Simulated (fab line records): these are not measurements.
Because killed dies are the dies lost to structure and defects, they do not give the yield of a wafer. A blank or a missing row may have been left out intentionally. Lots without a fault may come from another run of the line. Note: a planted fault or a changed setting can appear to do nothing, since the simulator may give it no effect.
A sampling plan put to the test | flow berkeley-cmos170 | one fab line, 13 faults that these records tell of, each judged on the records of the lots that it struck
Plan = the line's own looks (route steps where a gauge or an inspection reads the wafer without altering it). A look can be judged if struck wafers have a number there and the file gives its usual mean and standard deviation on fault-free wafers. Caught: a look later than the fault's first step finds the struck wafers' mean 4 or more of those standard deviations (sigma) from the usual mean. On the tool: the identical test, applied to the tool's own readings at the steps of the fault. Caught also covers a different recipe on the struck wafers, or a record left blank for those wafers only.

## THE FAULTS, as the simulator had put them in
1. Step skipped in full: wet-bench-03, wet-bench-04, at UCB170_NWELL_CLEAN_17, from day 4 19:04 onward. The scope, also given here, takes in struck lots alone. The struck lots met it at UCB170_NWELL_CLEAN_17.
2. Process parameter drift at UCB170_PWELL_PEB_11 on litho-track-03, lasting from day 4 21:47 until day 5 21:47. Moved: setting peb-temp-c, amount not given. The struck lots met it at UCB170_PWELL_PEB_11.
3. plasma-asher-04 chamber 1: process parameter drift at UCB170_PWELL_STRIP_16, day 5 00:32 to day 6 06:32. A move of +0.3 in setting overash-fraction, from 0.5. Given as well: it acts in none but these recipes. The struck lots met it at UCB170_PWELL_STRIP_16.
4. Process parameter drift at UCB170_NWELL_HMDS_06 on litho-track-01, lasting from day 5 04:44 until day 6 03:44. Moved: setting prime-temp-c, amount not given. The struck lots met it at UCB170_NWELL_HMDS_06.
5. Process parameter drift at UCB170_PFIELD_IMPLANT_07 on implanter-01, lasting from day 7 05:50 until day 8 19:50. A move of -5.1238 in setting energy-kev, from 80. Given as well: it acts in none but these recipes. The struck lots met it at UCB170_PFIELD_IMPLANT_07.
6. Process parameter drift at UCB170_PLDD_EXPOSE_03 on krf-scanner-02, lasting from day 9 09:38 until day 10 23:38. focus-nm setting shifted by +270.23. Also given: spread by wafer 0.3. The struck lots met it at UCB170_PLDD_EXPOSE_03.
7. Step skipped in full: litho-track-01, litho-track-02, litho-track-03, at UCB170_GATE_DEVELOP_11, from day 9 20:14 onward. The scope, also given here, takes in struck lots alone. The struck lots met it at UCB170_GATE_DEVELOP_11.
8. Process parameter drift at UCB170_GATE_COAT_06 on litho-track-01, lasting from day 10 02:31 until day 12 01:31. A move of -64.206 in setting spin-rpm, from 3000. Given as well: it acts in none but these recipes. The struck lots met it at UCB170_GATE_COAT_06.
9. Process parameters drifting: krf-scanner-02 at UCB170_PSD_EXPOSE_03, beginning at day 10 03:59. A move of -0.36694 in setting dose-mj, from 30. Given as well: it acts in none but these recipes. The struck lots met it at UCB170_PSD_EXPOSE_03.
10. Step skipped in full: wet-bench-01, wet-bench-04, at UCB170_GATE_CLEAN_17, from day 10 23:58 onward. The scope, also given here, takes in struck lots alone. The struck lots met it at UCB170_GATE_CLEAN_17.
11. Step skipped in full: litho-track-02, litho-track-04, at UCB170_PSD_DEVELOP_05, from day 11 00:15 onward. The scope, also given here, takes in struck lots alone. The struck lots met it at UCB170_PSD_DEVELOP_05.
12. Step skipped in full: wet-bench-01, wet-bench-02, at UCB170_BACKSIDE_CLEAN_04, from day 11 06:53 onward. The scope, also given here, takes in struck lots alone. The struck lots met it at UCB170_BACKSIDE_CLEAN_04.
13. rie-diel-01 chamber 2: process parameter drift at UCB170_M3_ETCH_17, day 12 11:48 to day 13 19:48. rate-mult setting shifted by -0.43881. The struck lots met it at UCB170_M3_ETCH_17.

## WHAT THE PLAN SAW
fault | on the tool itself                               | first look that catches it                      | reading, sigma | median hours from its first step to that look | hours from the fault's start to the first struck lot there | judged looks passed uncaught
1     | the tool's record is blank for the struck wafers | none of the 3 looks that can be judged after it | -              | -                                             | -                                                          | 3
2     | heater-power-total-W +21 sigma                   | none of the 2 looks that can be judged after it | -              | -                                             | -                                                          | 2
3     | oes-product-au -18 sigma                         | not the one look that can be judged after it    | -              | -                                             | -                                                          | 1
4     | prime-temp-c +11 sigma                           | not the one look that can be judged after it    | -              | -                                             | -                                                          | 1
5     | beam-energy-keV -99 or beyond sigma              | not the one look that can be judged after it    | -              | -                                             | -                                                          | 1
6     | exposure-dose-mJ-cm2 -7.2 sigma                  | no look after it can be judged                  | -              | -                                             | -                                                          | 0
7     | the tool's record is blank for the struck wafers | no look after it can be judged                  | -              | -                                             | -                                                          | 0
8     | spin-speed-rpm -30 sigma                         | not the one look that can be judged after it    | -              | -                                             | -                                                          | 1
9     | exposure-dose-mJ-cm2 -9.1 sigma                  | not the one look that can be judged after it    | -              | -                                             | -                                                          | 1
10    | the tool's record is blank for the struck wafers | no look after it can be judged                  | -              | -                                             | -                                                          | 0
11    | the tool's record is blank for the struck wafers | not the one look that can be judged after it    | -              | -                                             | -                                                          | 1
12    | the tool's record is blank for the struck wafers | no look after it can be judged                  | -              | -                                             | -                                                          | 0
13    | oes-product-au -17 sigma                         | no look after it can be judged                  | -              | -                                             | -                                                          | 0
A dash: the fault is not caught, or the number is missing from these records.

Caught at a look: 0 of 13. Caught on the tool: 13 of 13. By one or the other: 13 of 13.
On the tool alone, faults 1, 2, 3, 4, 5, 6, 7, 8, 9, 10, 11, 12, 13 were caught.
